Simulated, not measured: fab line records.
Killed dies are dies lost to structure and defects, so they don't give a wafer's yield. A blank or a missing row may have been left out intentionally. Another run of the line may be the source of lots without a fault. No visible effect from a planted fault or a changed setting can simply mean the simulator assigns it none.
fab line records ; flow ritCmos
record lots=5; wafers=15; lastDay=7
route steps=202 shown PLDD@118 SPACER@125 NSD@131 PSD@142 SDANNEAL@153 SILICIDE@161 M1@202
lots untouched by any fault: they come from a run of this same line in which no faults occurred
startH: start of the lot's first displayed wafer, in hours after the record's first day ; waitH: hours from the lot's prior step to this one ; " the same as in the row above ; L1.1+2: several wafers, shown together as one row ; - either no value or no given start ; * or withheld: withheld ; < > ~ a bound
route shown NAME@n: names a module that has steps shown in the file, with the first one's number in the route ; usual: average and standard deviation across the fault-free wafers ; same: alike in all rows ; chamber/n: place in a boat ; sites: readings site by site ; _std_site: the standard deviation of these ; _edge_site: mean of outer sites minus mean of inner sites ; radiusMm: for every site, how far away it sits from the centre of the wafer ; mask NAME#n: copy n ; behind: the last tool/chamber to shape the wafer ; hold: the reason the lot was held/the length of the hold in hours/how it ended ; device: the n, p or np transistor that did not switch ; end of line: tests of these same wafers at the route's end ; a step with no rows: only its recipe ; killed: not the wafer's yield, but the dies lost to structure and defects at the first sort ; map: shows each die of a wafer: x if killed, . if not, _ if none is there
set.NAME: setting as actually run; set.NAME@STEP: the setting as run at that earlier step ; model.NAME: the simulator's own value behind a step, which no gauge read
lots at selected steps of the route; one table per step, one row per wafer
services: when a tool's chamber went out of use (startH, in hours from the record's first day, below 0 if earlier), for how many hours, and the reason
## steps
# step RIT_PLDD_PEB_04
# recipe resist=NOVOLAK; tempC=withheld; timeS=withheld
# step RIT_PLDD_DEVELOP_05
# recipe resist=NOVOLAK; developTimeS=50; devTempC=23
# step RIT_PLDD_OVL_MEAS_06
# usual PLDD_OVL=0.4/1.5
lot.wafer;tool;chamber;startH;waitH;PLDD_OVL[nm]
L669.1;overlay-02;-;74.29;-;2.7
L669.3;overlay-02;-;74.29;-;1.2
L669.6;overlay-02;-;74.29;-;4.2
L674.1;overlay-02;-;96.94;-;0.0
L674.2;overlay-02;-;96.94;-;0.0
L674.6;overlay-02;-;96.94;-;0.3
L685.1;overlay-02;-;150.24;-;1.0
L685.2;overlay-02;-;150.24;-;0.3
L685.5;overlay-02;-;150.24;-;-0.2
L686.2;overlay-02;-;154.43;-;2.9
L686.3;overlay-02;-;154.43;-;2.1
L686.5;overlay-02;-;154.43;-;4.0
L687.3;overlay-01;-;158.41;-;1.3
L687.4;overlay-01;-;158.41;-;1.7
L687.5;overlay-01;-;158.41;-;1.8
# step RIT_PLDD_HARDBAKE_07
# recipe resist=NOVOLAK; tempC=140; timeS=60
# step RIT_PLDD_IMPLANT_08
# recipe species=BF2; energyKev=20; doseCm2=9e+14; tiltDeg=7
# step RIT_PLDD_STRIP_09
# recipe chemistry=O2; timeS=180; resist=NOVOLAK; platenTempC=withheld; powerW=500; pressureMtorr=4000; o2FlowSccm=4000
# usual chamberPressureMTorr=4000/3.3; drypumpMotorCurrentA=6.1/0.47; rfReflPowerW=6.0/1.2
# same timeS=180
lot.wafer;tool;chamber;startH;waitH;chamberPressureMTorr;drypumpMotorCurrentA;rfHoursCounterH;rfReflPowerW
L669.1;plasmaAsher-01;1;74.62;0.1;4003;5.9;44;5.1
L669.3;plasmaAsher-01;0;74.62;0.1;4003;6.7;-;6.2
L669.6;plasmaAsher-01;1;74.62;0.1;3998;5.9;-;5.1
L674.1;plasmaAsher-04;1;97.27;0.1;4004;5.3;31;4.2
L674.2;plasmaAsher-04;0;97.27;0.1;3999;5.7;31;6.3
L674.6;plasmaAsher-04;0;97.27;0.1;4003;5.7;-;6.0
L685.1;plasmaAsher-02;0;150.57;0.1;4002;6.6;53;5.7
L685.2;plasmaAsher-02;1;150.57;0.1;4002;5.9;53;8.1
L685.5;plasmaAsher-02;0;150.57;0.1;3996;6.7;-;5.5
L686.2;plasmaAsher-04;1;154.76;0.1;4000;5.3;37;4.3
L686.3;plasmaAsher-04;0;154.76;0.1;4003;5.7;-;6.2
L686.5;plasmaAsher-04;1;154.76;0.1;3996;5.3;-;4.3
L687.3;plasmaAsher-01;1;158.79;0.1;3998;5.9;-;5.0
L687.4;plasmaAsher-01;0;158.79;0.1;4002;6.6;-;6.3
L687.5;plasmaAsher-01;0;158.79;0.1;3997;6.6;-;6.4
# step RIT_PLDD_TW_MEAS_10
# usual PLDD_TW=2331/14
lot.wafer;tool;chamber;startH;waitH;PLDD_TW
L669.1;filmMetro-01;-;74.80;0.1;2331
L669.3;filmMetro-01;-;74.80;0.1;2340
L669.6;filmMetro-01;-;74.80;0.1;2339
L674.1;filmMetro-02;-;97.45;0.1;2318
L674.2;filmMetro-02;-;97.45;0.1;2318
L674.6;filmMetro-02;-;97.45;0.1;2319
L685.1;filmMetro-01;-;150.75;0.1;2322
L685.2;filmMetro-01;-;150.75;0.1;2337
L685.5;filmMetro-01;-;150.75;0.1;2341
L686.2;filmMetro-04;-;154.95;0.1;2337
L686.3;filmMetro-04;-;154.95;0.1;2349
L686.5;filmMetro-04;-;154.95;0.1;2341
L687.3;filmMetro-02;-;158.93;0.1;2304
L687.4;filmMetro-02;-;158.93;0.1;2330
L687.5;filmMetro-02;-;158.93;0.1;2315
# step RIT_SPACER_CLEAN_00
# recipe chemistry=SC1; mix=3:3:50; timeS=600; tempC=75
# step RIT_SPACER_CLEAN_01
# recipe chemistry=dHF; dilution=50:1; timeS=30
# step RIT_SPACER_CLEAN_02
# recipe chemistry=SC2; mix=3:3:50; timeS=600; tempC=75; dry=n2Spin
# step RIT_SPACER_CVD_03
# recipe material=Si3N4; targetThkNm=250; tempC=810; precursor=SiH2Cl2/NH3; timeS=3300; pressureMtorr=300; sih2cl2FlowSccm=60; nh3FlowSccm=150
# step RIT_SPACER_THK_MEAS_04
# recipe reads=Si3N4_of_SPACER_CVD_03
# usual SPACER_NITRIDE_THK=249.9/2.5
lot.wafer;tool;chamber;startH;waitH;SPACER_NITRIDE_THK[nm]
L669.1;filmMetro-03;-;77.14;0.0;245.6
L669.3;filmMetro-03;-;77.14;0.0;244.2
L669.6;filmMetro-03;-;77.14;0.0;243.0
L674.1;filmMetro-04;-;99.82;0.0;245.8
L674.2;filmMetro-04;-;99.82;0.0;249.0
L674.6;filmMetro-04;-;99.82;0.0;246.0
L685.1;filmMetro-02;-;153.09;0.0;252.7
L685.2;filmMetro-02;-;153.09;0.0;253.7
L685.5;filmMetro-02;-;153.09;0.0;252.6
L686.2;filmMetro-03;-;157.73;0.0;251.8
L686.3;filmMetro-03;-;157.73;0.0;251.6
L686.5;filmMetro-03;-;157.73;0.0;251.7
L687.3;filmMetro-02;-;161.34;0.0;248.0
L687.4;filmMetro-02;-;161.34;0.0;249.3
L687.5;filmMetro-02;-;161.34;0.0;248.3
# step RIT_SPACER_ETCHBACK_05
# recipe targetDepthA=2500; SF6_flow_sccm=30; CHF3_flow_sccm=30; target=Si3N4; chemistry=SF6/CHF3; pressureMtorr=40; rfW=250; timeS=240; stopOn=SiO2
# usual chamberPressureMTorr=40.00/0.038; drypumpMotorCurrentA=5.5/0.38; oesProductAu=0.842/0.013; runLengthS=268.4/0.53; throttleValvePct=10.25/0.13
lot.wafer;tool;chamber;startH;waitH;chamberPressureMTorr;drypumpMotorCurrentA;oesProductAu;rfHoursCounterH;runLengthS;throttleValvePct;model.poly-Si_of_GATE_CVD_08.thkNm;model.Si3N4_of_SPACER_CVD_03.thkNm
L669.1;rieDiel-04;0;77.20;0.1;40.06;4.8;0.834;21;268.2;10.25;164.3;194.2
L669.3;rieDiel-04;3;77.20;0.1;39.99;5.3;0.835;114;268.9;10.06;164.9;193.1
L669.6;rieDiel-04;2;77.20;0.1;40.01;5.6;0.822;-;268.6;10.26;163.4;191.9
L674.1;rieDiel-01;3;99.88;0.1;40.00;5.3;0.818;151;268.8;10.15;164.7;193.4
L674.2;rieDiel-01;2;99.88;0.1;40.02;5.6;0.845;14;268.1;10.38;167;196.5
L674.6;rieDiel-01;2;99.88;0.1;39.95;5.6;0.840;-;268.5;10.38;169.7;194.3
L685.1;rieDiel-01;0;153.15;0.1;39.98;5.7;0.735;0;310.6;10.14;153.4;188.1
L685.2;rieDiel-01;2;153.15;0.1;40.02;5.6;0.867;14;268.1;10.38;167;201.1
L685.5;rieDiel-01;1;153.15;0.1;40.07;4.8;0.875;-;268.1;10.02;168.5;201.4
L686.2;rieDiel-03;0;157.78;0.0;40.03;5.9;0.828;5;267.4;10.37;166.2;196
L686.3;rieDiel-03;2;157.78;0.0;39.95;5.4;0.855;127;268.3;10.23;171.3;199.8
L686.5;rieDiel-03;3;157.78;0.0;39.96;6.0;0.849;-;268.0;10.36;169.3;198.7
L687.3;rieDiel-03;1;161.38;0.0;40.02;5.9;0.838;4;268.0;10.45;168.6;194.6
L687.4;rieDiel-03;2;161.38;0.0;40.01;5.4;0.851;127;268.3;10.24;169.5;198
L687.5;rieDiel-03;1;161.38;0.0;40.00;5.9;0.852;-;268.0;10.45;167.8;194.8
# step RIT_NSD_HMDS_00
# recipe primeTimeS=60; primeTempC=140
# step RIT_NSD_COAT_01
# recipe resist=NOVOLAK; spinRpm=3292; resistThkNm=1000
# step RIT_NSD_SOFTBAKE_02
# recipe resist=NOVOLAK; tempC=90; timeS=60
# step RIT_NSD_EXPOSE_03
# recipe maskId=M9; na=0.57; targetCdNm=40700; doseMj=250
# step RIT_NSD_PEB_04
# recipe resist=NOVOLAK; tempC=withheld; timeS=withheld
# step RIT_NSD_DEVELOP_05
# recipe resist=NOVOLAK; developTimeS=50; devTempC=23
# step RIT_NSD_OVL_MEAS_06
# usual NSD_OVL=-1.5/1.4
lot.wafer;tool;chamber;startH;waitH;NSD_OVL[nm]
L669.1;overlay-01;-;78.33;-;0.2
L669.3;overlay-01;-;78.33;-;-1.7
L669.6;overlay-01;-;78.33;-;-2.2
L674.1;overlay-02;-;100.88;-;-0.7
L674.2;overlay-02;-;100.88;-;-2.2
L674.6;overlay-02;-;100.88;-;-2.8
L685.1;overlay-01;-;154.28;-;-1.9
L685.2;overlay-01;-;154.28;-;0.5
L685.5;overlay-01;-;154.28;-;-1.2
L686.2;overlay-02;-;158.91;-;0.4
L686.3;overlay-02;-;158.91;-;-1.4
L686.5;overlay-02;-;158.91;-;-1.7
L687.3;overlay-02;-;162.39;-;-2.1
L687.4;overlay-02;-;162.39;-;-2.0
L687.5;overlay-02;-;162.39;-;-1.2
# step RIT_NSD_HARDBAKE_07
# recipe resist=NOVOLAK; tempC=140.4; timeS=60
# step RIT_NSD_IMPLANT_08
# recipe species=P; energyKev=25; doseCm2=1e+15; tiltDeg=7
# step RIT_NSD_STRIP_09
# recipe chemistry=O2; timeS=180; resist=NOVOLAK; platenTempC=withheld; powerW=500; pressureMtorr=4000; o2FlowSccm=4000
# usual chamberPressureMTorr=4000/3.9; drypumpMotorCurrentA=5.8/0.62; rfReflPowerW=6.0/1.2
# same timeS=180
lot.wafer;tool;chamber;startH;waitH;chamberPressureMTorr;drypumpMotorCurrentA;rfHoursCounterH;rfReflPowerW
L669.1;plasmaAsher-01;1;78.67;0.1;4000;5.9;44;5.0
L669.3;plasmaAsher-01;0;78.67;0.1;4000;6.7;-;6.2
L669.6;plasmaAsher-01;0;78.67;0.1;3997;6.6;-;6.2
L674.1;plasmaAsher-03;1;101.22;0.1;3994;6.2;43;5.4
L674.2;plasmaAsher-03;0;101.22;0.1;3999;4.9;43;7.7
L674.6;plasmaAsher-03;0;101.22;0.1;3997;4.9;-;8.0
L685.1;plasmaAsher-01;0;154.61;0.1;3994;6.6;4;6.4
L685.2;plasmaAsher-01;1;154.61;0.1;3994;5.9;4;5.1
L685.5;plasmaAsher-01;1;154.61;0.1;4001;5.9;-;4.9
L686.2;plasmaAsher-04;0;159.24;0.1;3995;5.7;38;6.3
L686.3;plasmaAsher-04;0;159.24;0.1;3996;5.7;-;6.2
L686.5;plasmaAsher-04;0;159.24;0.1;4006;5.7;-;6.0
L687.3;plasmaAsher-01;0;162.77;0.1;4003;6.7;-;6.4
L687.4;plasmaAsher-01;1;162.77;0.1;4002;5.9;-;5.0
L687.5;plasmaAsher-01;0;162.77;0.1;4002;6.6;-;6.5
# step RIT_NSD_TW_MEAS_10
# usual NSD_TW=3088/16
lot.wafer;tool;chamber;startH;waitH;NSD_TW
L669.1;filmMetro-04;-;78.84;0.1;3072
L669.3;filmMetro-04;-;78.84;0.1;3096
L669.6;filmMetro-04;-;78.84;0.1;3087
L674.1;filmMetro-02;-;101.39;0.1;3086
L674.2;filmMetro-02;-;101.39;0.1;3093
L674.6;filmMetro-02;-;101.39;0.1;3071
L685.1;filmMetro-01;-;154.79;0.1;3097
L685.2;filmMetro-01;-;154.79;0.1;3110
L685.5;filmMetro-01;-;154.79;0.1;3098
L686.2;filmMetro-04;-;159.42;0.1;3115
L686.3;filmMetro-04;-;159.42;0.1;3130
L686.5;filmMetro-04;-;159.42;0.1;3127
L687.3;filmMetro-04;-;162.91;0.1;3116
L687.4;filmMetro-04;-;162.91;0.1;3126
L687.5;filmMetro-04;-;162.91;0.1;3116
# step RIT_PSD_HMDS_00
# recipe primeTimeS=60; primeTempC=140
# step RIT_PSD_COAT_01
# recipe resist=NOVOLAK; spinRpm=3250; resistThkNm=1000
# step RIT_PSD_SOFTBAKE_02
# recipe resist=NOVOLAK; tempC=90; timeS=60
# step RIT_PSD_EXPOSE_03
# recipe maskId=M10; na=0.57; targetCdNm=40900; doseMj=250
# step RIT_PSD_PEB_04
# recipe resist=NOVOLAK; tempC=withheld; timeS=withheld
# step RIT_PSD_DEVELOP_05
# recipe resist=NOVOLAK; developTimeS=50; devTempC=23
# step RIT_PSD_OVL_MEAS_06
# usual PSD_OVL=0.3/1.6
lot.wafer;tool;chamber;startH;waitH;PSD_OVL[nm]
L669.1;overlay-02;-;79.75;-;0.4
L669.3;overlay-02;-;79.75;-;0.7
L669.6;overlay-02;-;79.75;-;-0.6
L674.1;overlay-02;-;102.44;-;-1.5
L674.2;overlay-02;-;102.44;-;-1.4
L674.6;overlay-02;-;102.44;-;-0.9
L685.1;overlay-01;-;155.70;-;3.6
L685.2;overlay-01;-;155.70;-;0.3
L685.5;overlay-01;-;155.70;-;2.5
L686.2;overlay-01;-;160.33;-;2.1
L686.3;overlay-01;-;160.33;-;2.1
L686.5;overlay-01;-;160.33;-;-0.2
L687.3;overlay-02;-;163.94;-;-1.8
L687.4;overlay-02;-;163.94;-;-0.2
L687.5;overlay-02;-;163.94;-;-0.6
# step RIT_PSD_HARDBAKE_07
# recipe resist=NOVOLAK; tempC=140; timeS=60
# step RIT_PSD_IMPLANT_08
# recipe species=BF2; energyKev=27.24; doseCm2=5e+15; tiltDeg=7
# step RIT_PSD_STRIP_09
# recipe chemistry=O2; timeS=180; resist=NOVOLAK; platenTempC=withheld; powerW=500; pressureMtorr=4000; o2FlowSccm=4000
# usual chamberPressureMTorr=4000/3.4; drypumpMotorCurrentA=6.0/0.62; rfReflPowerW=6.3/1.2
# same timeS=180
lot.wafer;tool;chamber;startH;waitH;chamberPressureMTorr;drypumpMotorCurrentA;rfHoursCounterH;rfReflPowerW
L669.1;plasmaAsher-01;1;80.09;0.1;3999;5.9;44;5.0
L669.3;plasmaAsher-01;1;80.09;0.1;3994;5.9;-;5.0
L669.6;plasmaAsher-01;1;80.09;0.1;3994;5.9;-;5.0
L674.1;plasmaAsher-01;0;102.77;0.1;3996;6.6;47;6.3
L674.2;plasmaAsher-01;1;102.77;0.1;4000;5.9;47;5.0
L674.6;plasmaAsher-01;0;102.77;0.1;4004;6.6;-;6.3
L685.1;plasmaAsher-02;1;156.03;0.1;4000;5.9;53;8.0
L685.2;plasmaAsher-02;0;156.03;0.1;4001;6.7;53;5.6
L685.5;plasmaAsher-02;0;156.03;0.1;3999;6.7;-;5.4
L686.2;plasmaAsher-03;0;160.66;0.1;4000;4.9;50;8.0
L686.3;plasmaAsher-03;0;160.66;0.1;3996;4.9;-;8.1
L686.5;plasmaAsher-03;0;160.66;0.1;3999;4.9;-;7.6
L687.3;plasmaAsher-01;1;164.32;0.1;4002;5.9;-;4.9
L687.4;plasmaAsher-01;0;164.32;0.1;4007;6.7;-;6.1
L687.5;plasmaAsher-01;0;164.32;0.1;4002;6.7;-;6.1
# step RIT_PSD_TW_MEAS_10
# usual PSD_TW=3404/23
lot.wafer;tool;chamber;startH;waitH;PSD_TW
L669.1;filmMetro-02;-;80.26;0.1;3379
L669.3;filmMetro-02;-;80.26;0.1;3414
L669.6;filmMetro-02;-;80.26;0.1;3396
L674.1;filmMetro-04;-;102.95;0.1;3450
L674.2;filmMetro-04;-;102.95;0.1;3432
L674.6;filmMetro-04;-;102.95;0.1;3439
L685.1;filmMetro-02;-;156.21;0.1;3379
L685.2;filmMetro-02;-;156.21;0.1;3374
L685.5;filmMetro-02;-;156.21;0.1;3368
L686.2;filmMetro-02;-;160.84;0.1;3377
L686.3;filmMetro-02;-;160.84;0.1;3385
L686.5;filmMetro-02;-;160.84;0.1;3384
L687.3;filmMetro-01;-;164.46;0.1;3417
L687.4;filmMetro-01;-;164.46;0.1;3393
L687.5;filmMetro-01;-;164.46;0.1;3414
# step RIT_SDANNEAL_CLEAN_00
# recipe chemistry=SC1; mix=3:3:50; timeS=600; tempC=75
# step RIT_SDANNEAL_CLEAN_01
# recipe chemistry=dHF; dilution=50:1; timeS=30
# step RIT_SDANNEAL_CLEAN_02
# recipe chemistry=SC2; mix=3:3:50; timeS=600; tempC=75; dry=n2Spin
# usual tempC=74.97/0.12
# same timeS=600
lot.wafer;tool;chamber;startH;waitH;tempC;model.poly-Si_of_GATE_CVD_08.thkNm
L669.1;wetBench-02;1;80.52;0.0;75.02;159.9
L669.3;wetBench-02;1;80.52;0.0;74.93;160.5
L669.6;wetBench-02;1;80.52;0.0;74.91;158.9
L674.1;wetBench-02;2;103.44;0.0;75.07;160.3
L674.2;wetBench-02;2;103.44;0.0;74.94;162.6
L674.6;wetBench-02;2;103.44;0.0;74.96;165.4
L685.1;wetBench-03;2;156.48;0.0;74.91;149
L685.2;wetBench-03;2;156.48;0.0;74.78;162.7
L685.5;wetBench-03;2;156.48;0.0;74.82;164.1
L686.2;wetBench-02;1;161.09;0.0;74.89;161.9
L686.3;wetBench-02;1;161.09;0.0;75.03;167
L686.5;wetBench-02;1;161.09;0.0;74.94;165
L687.3;wetBench-03;1;164.69;0.0;74.66;164.2
L687.4;wetBench-03;1;164.69;0.0;74.87;165.1
L687.5;wetBench-03;1;164.69;0.0;74.96;163.5
# step RIT_SDANNEAL_RTA_03
# recipe tempC=1050; timeS=5; idleTempC=600; rampUpCPerS=342; rampDownCPerS=171; coolToC=600; ambient=N2
# usual annealTempCMax=1055.1/1.5; wafer_temp_C_max=1053.5/1.3
# same timeS=5
lot.wafer;tool;chamber;startH;waitH;annealTempCMax;wafer_temp_C_max
L669.1;rtpAnneal-02;0;80.71;0.0;1055.8;1055.0
L669.3;rtpAnneal-02;0;80.71;0.0;1056.7;1054.8
L669.6;rtpAnneal-02;0;80.71;0.0;1055.1;1054.8
L674.1;rtpAnneal-01;0;103.63;0.0;1054.0;1054.2
L674.2;rtpAnneal-01;0;103.63;0.0;1054.9;1052.9
L674.6;rtpAnneal-01;0;103.63;0.0;1053.7;1052.2
L685.1;rtpAnneal-02;0;156.66;0.0;1057.2;1053.4
L685.2;rtpAnneal-02;0;156.66;0.0;1054.9;1053.1
L685.5;rtpAnneal-02;0;156.66;0.0;1057.5;1053.2
L686.2;rtpAnneal-01;0;161.27;0.0;1053.6;1052.4
L686.3;rtpAnneal-01;0;161.27;0.0;1053.9;1057.0
L686.5;rtpAnneal-01;0;161.27;0.0;1052.6;1053.3
L687.3;rtpAnneal-02;0;164.88;0.0;1056.3;1053.1
L687.4;rtpAnneal-02;0;164.88;0.0;1056.4;1052.9
L687.5;rtpAnneal-02;0;164.88;0.0;1056.2;1053.2
# step RIT_SDANNEAL_RS_MEAS_04
# recipe thkMeasGauge=four-point-probe
# usual PSD_RS=115.42/0.27
lot.wafer;tool;chamber;startH;waitH;PSD_RS[ohm/sq]
L669.1;filmMetro-04;-;80.77;0.0;115.39
L669.3;filmMetro-04;-;80.77;0.0;115.57
L669.6;filmMetro-04;-;80.77;0.0;115.73
L674.1;filmMetro-02;-;103.69;0.0;114.95
L674.2;filmMetro-02;-;103.69;0.0;115.41
L674.6;filmMetro-02;-;103.69;0.0;114.87
L685.1;filmMetro-01;-;156.71;0.0;115.28
L685.2;filmMetro-01;-;156.71;0.0;115.12
L685.5;filmMetro-01;-;156.71;0.0;115.07
L686.2;filmMetro-01;-;161.34;0.1;116.12
L686.3;filmMetro-01;-;161.34;0.1;115.73
L686.5;filmMetro-01;-;161.34;0.1;115.37
L687.3;filmMetro-02;-;164.96;0.1;115.27
L687.4;filmMetro-02;-;164.96;0.1;115.34
L687.5;filmMetro-02;-;164.96;0.1;115.14
# step RIT_SDANNEAL_RS_MEAS_05
# recipe thkMeasGauge=four-point-probe
# usual NSD_RS=84.6/0.32
lot.wafer;tool;chamber;startH;waitH;NSD_RS[ohm/sq]
L669.1;filmMetro-04;-;80.89;0.1;84.6
L669.3;filmMetro-04;-;80.89;0.1;84.4
L669.6;filmMetro-04;-;80.89;0.1;84.3
L674.1;filmMetro-02;-;103.81;0.1;84.7
L674.2;filmMetro-02;-;103.81;0.1;84.7
L674.6;filmMetro-02;-;103.81;0.1;84.9
L685.1;filmMetro-01;-;156.83;0.1;84.5
L685.2;filmMetro-01;-;156.83;0.1;84.1
L685.5;filmMetro-01;-;156.83;0.1;84.1
L686.2;filmMetro-01;-;161.46;0.1;84.7
L686.3;filmMetro-01;-;161.46;0.1;85.0
L686.5;filmMetro-01;-;161.46;0.1;84.5
L687.3;filmMetro-02;-;165.08;0.1;84.6
L687.4;filmMetro-02;-;165.08;0.1;84.5
L687.5;filmMetro-02;-;165.08;0.1;84.8
# step RIT_SDANNEAL_RS_MEAS_06
# recipe thkMeasGauge=four-point-probe
# usual PLDD_RS=178.6/0.46
lot.wafer;tool;chamber;startH;waitH;PLDD_RS[ohm/sq]
L669.1;filmMetro-04;-;81.01;0.1;178.1
L669.3;filmMetro-04;-;81.01;0.1;178.6
L669.6;filmMetro-04;-;81.01;0.1;178.2
L674.1;filmMetro-02;-;103.93;0.1;178.0
L674.2;filmMetro-02;-;103.93;0.1;178.4
L674.6;filmMetro-02;-;103.93;0.1;177.8
L685.1;filmMetro-01;-;156.95;0.1;179.1
L685.2;filmMetro-01;-;156.95;0.1;178.5
L685.5;filmMetro-01;-;156.95;0.1;178.3
L686.2;filmMetro-01;-;161.58;0.1;179.2
L686.3;filmMetro-01;-;161.58;0.1;178.3
L686.5;filmMetro-01;-;161.58;0.1;178.4
L687.3;filmMetro-02;-;165.20;0.1;178.1
L687.4;filmMetro-02;-;165.20;0.1;178.2
L687.5;filmMetro-02;-;165.20;0.1;178.3
# step RIT_SILICIDE_WET_ETCH_00
# recipe chemistry=BOE; target=SiO2; targetDepthNm=14; timeS=15; dry=n2Spin; dilution=10:1; tempC=21.5
# usual tempC=21.51/0.11
# same timeS=15
lot.wafer;tool;chamber;startH;waitH;tempC;model.Si3N4_of_SPACER_CVD_03.thkNm
L669.1;wetBench-03;2;81.25;0.1;21.74;193
L669.3;wetBench-03;2;81.25;0.1;21.59;192
L669.6;wetBench-03;2;81.25;0.1;21.38;190.7
L674.1;wetBench-04;1;104.17;0.1;21.25;192.2
L674.2;wetBench-04;1;104.17;0.1;21.23;195.3
L674.6;wetBench-04;1;104.17;0.1;21.21;193.2
L685.1;wetBench-04;1;157.19;0.1;21.52;187
L685.2;wetBench-04;1;157.19;0.1;21.55;200
L685.5;wetBench-04;1;157.19;0.1;21.46;200.3
L686.2;wetBench-02;3;161.80;0.1;21.35;194.8
L686.3;wetBench-02;3;161.80;0.1;21.29;198.7
L686.5;wetBench-02;3;161.80;0.1;21.44;197.6
L687.3;wetBench-03;3;165.40;0.1;21.35;193.4
L687.4;wetBench-03;3;165.40;0.1;21.35;196.9
L687.5;wetBench-03;3;165.40;0.1;21.52;193.6
# step RIT_M1_PROBE_99
# usual killedAtContacts=0.2/0.38; killedAtFrontEnd=6.7/3; killedDies=6.9/3; killedOpen=3.5/1.9; killedShort=3.3/2
# same grossDies=264; killed_at_M0_to_M3=0; killed_at_M4_up=0; killedAtBackSide=0; killedAtOther=0
lot.wafer;tool;chamber;startH;waitH;killedAtContacts;killedAtFrontEnd;killedDies;killedOpen;killedShort
L669.1;prober-02;-;88.98;0.1;0;6;6;4;2
L669.3;prober-02;-;89.08;0.2;0;6;6;3;3
L669.6;prober-02;-;89.23;0.2;1;6;7;5;2
L674.1;prober-01;-;111.24;0.1;0;13;13;5;8
L674.2;prober-01;-;111.29;0.1;0;5;5;3;2
L674.6;prober-01;-;111.49;0.2;0;5;5;4;1
L685.1;prober-02;-;164.88;0.1;0;6;6;3;3
L685.2;prober-02;-;164.93;0.1;0;5;5;3;2
L685.5;prober-02;-;165.08;0.2;0;2;2;0;2
L687.3;prober-02;-;172.43;0.2;0;14;14;9;5
L687.4;prober-02;-;172.48;0.2;0;11;11;6;5
L687.5;prober-02;-;172.53;0.2;0;11;11;7;4
# killed by level:class
L669.1 FOX2:geometricParticle:open=2 GATE:geometricParticle:short=2 FOX1:geometricParticle:open=1 GATE:geometricParticle:open=1
L669.3 GATE:geometricParticle:open=2 FOX1:geometricParticle:short=1 FOX2:geometricParticle:open=1 REOX:geometricParticle:short=1 SPACER:geometricParticle:short=1
L669.6 FOX1:geometricParticle:open=2 FOX2:geometricParticle:open=1 FOX2:geometricParticle:short=1 GATE:geometricParticle:open=1 SPACER:geometricParticle:open=1 CONTACT:geometricParticle:short=1
L674.1 SILICIDE:geometricParticle:short=4 FOX2:geometricParticle:open=2 GATE:geometricParticle:short=2 FOX1:geometricParticle:open=1 FOX1:geometricParticle:short=1 GATE:geometricParticle:open=1 SPACER:geometricParticle:short=1 SILICIDE:geometricParticle:open=1
L674.2 FOX1:geometricParticle:open=1 GATE:geometricParticle:short=1 SPACER:geometricParticle:open=1 SPACER:geometricParticle:short=1 SILICIDE:geometricParticle:open=1
L674.6 REOX:geometricParticle:open=2 SPACER:geometricParticle:open=1 SILICIDE:geometricParticle:short=1 SILICIDE:geometricParticle:open=1
L685.1 REOX:geometricParticle:open=2 REOX:geometricParticle:short=2 GATE:geometricParticle:open=1 SPACER:geometricParticle:short=1
L685.2 SPACER:geometricParticle:open=2 FOX1:geometricParticle:open=1 FOX1:geometricParticle:short=1 SILICIDE:geometricParticle:short=1
L685.5 GATE:geometricParticle:short=1 SPACER:geometricParticle:short=1
L687.3 GATE:geometricParticle:open=4 REOX:geometricParticle:open=4 GATE:geometricParticle:short=2 FOX1:geometricParticle:short=1 REOX:geometricParticle:short=1 SPACER:geometricParticle:short=1 SPACER:geometricParticle:open=1
L687.4 GATE:geometricParticle:open=3 GATE:geometricParticle:short=2 REOX:geometricParticle:short=2 REOX:geometricParticle:open=2 SPACER:geometricParticle:open=1 SPACER:geometricParticle:short=1
L687.5 GATE:geometricParticle:open=4 REOX:geometricParticle:short=3 FOX1:geometricParticle:open=2 SPACER:geometricParticle:open=1 SILICIDE:geometricParticle:short=1
## services
tool;chamber;startH;hours;kind
rieDiel-04;-;51.45;2.8;pm
plasmaAsher-04;-;56.96;2.5;repair
rieDiel-01;2;79.53;13.4;repair
rieDiel-01;-;97.25;0.4;repair
rieDiel-04;3;101.56;2.8;repair
plasmaAsher-01;-;108.75;9.0;pm
plasmaAsher-01;0;108.75;9.0;ventCycle
plasmaAsher-01;1;108.75;9.0;ventCycle
plasmaAsher-01;0;117.75;-;clean
plasmaAsher-01;1;117.75;-;clean
rieDiel-01;0;117.90;-;clean
rieDiel-01;0;117.90;27.2;scheduledDown
rieDiel-01;0;117.90;27.2;ventCycle
rieDiel-01;-;124.09;14.6;pm
rieDiel-03;2;124.61;3.4;repair
rieDiel-03;-;131.40;2.8;pm
rieDiel-03;2;134.94;1.3;repair
rieDiel-01;3;147.81;-;clean
## key
firstSign step=RIT_SPACER_ETCHBACK_05; reading=runLengthS; direction=up; sigmas=79; usual=*; struck=*
effect step=RIT_SPACER_ETCHBACK_05; reading=oesProductAu; direction=down; sigmas=8.2; usual=0.842; struck=0.735
modelEffect step=RIT_SPACER_ETCHBACK_05; value=poly-Si_of_GATE_CVD_08.thkNm; without=164.9; struck=153.4
modelEffect step=RIT_SDANNEAL_CLEAN_02; value=poly-Si_of_GATE_CVD_08.thkNm; without=160.6; struck=149
modelEffect step=RIT_SILICIDE_WET_ETCH_00; value=Si3N4_of_SPACER_CVD_03.thkNm; without=196.6; struck=187
metAt RIT_SPACER_ETCHBACK_05
struckWafers L685.1
testerLeftOut L685
fault kind=processParameterDrift; tool=rieDiel-01; chamber=0; onsetH=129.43; steps=RIT_SPACER_ETCHBACK_05; channel=timeS; offset=*; shape=step; endH=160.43; actsIn=*; stated=*
# testerLeftOut: of these lots the tester's yield and bins aren't shown, on N5 and GAA mostly nor the transistor test; their killed dies are dies lost to structure and defects alone, not to doping, threshold or leakage, so they don't give the yield
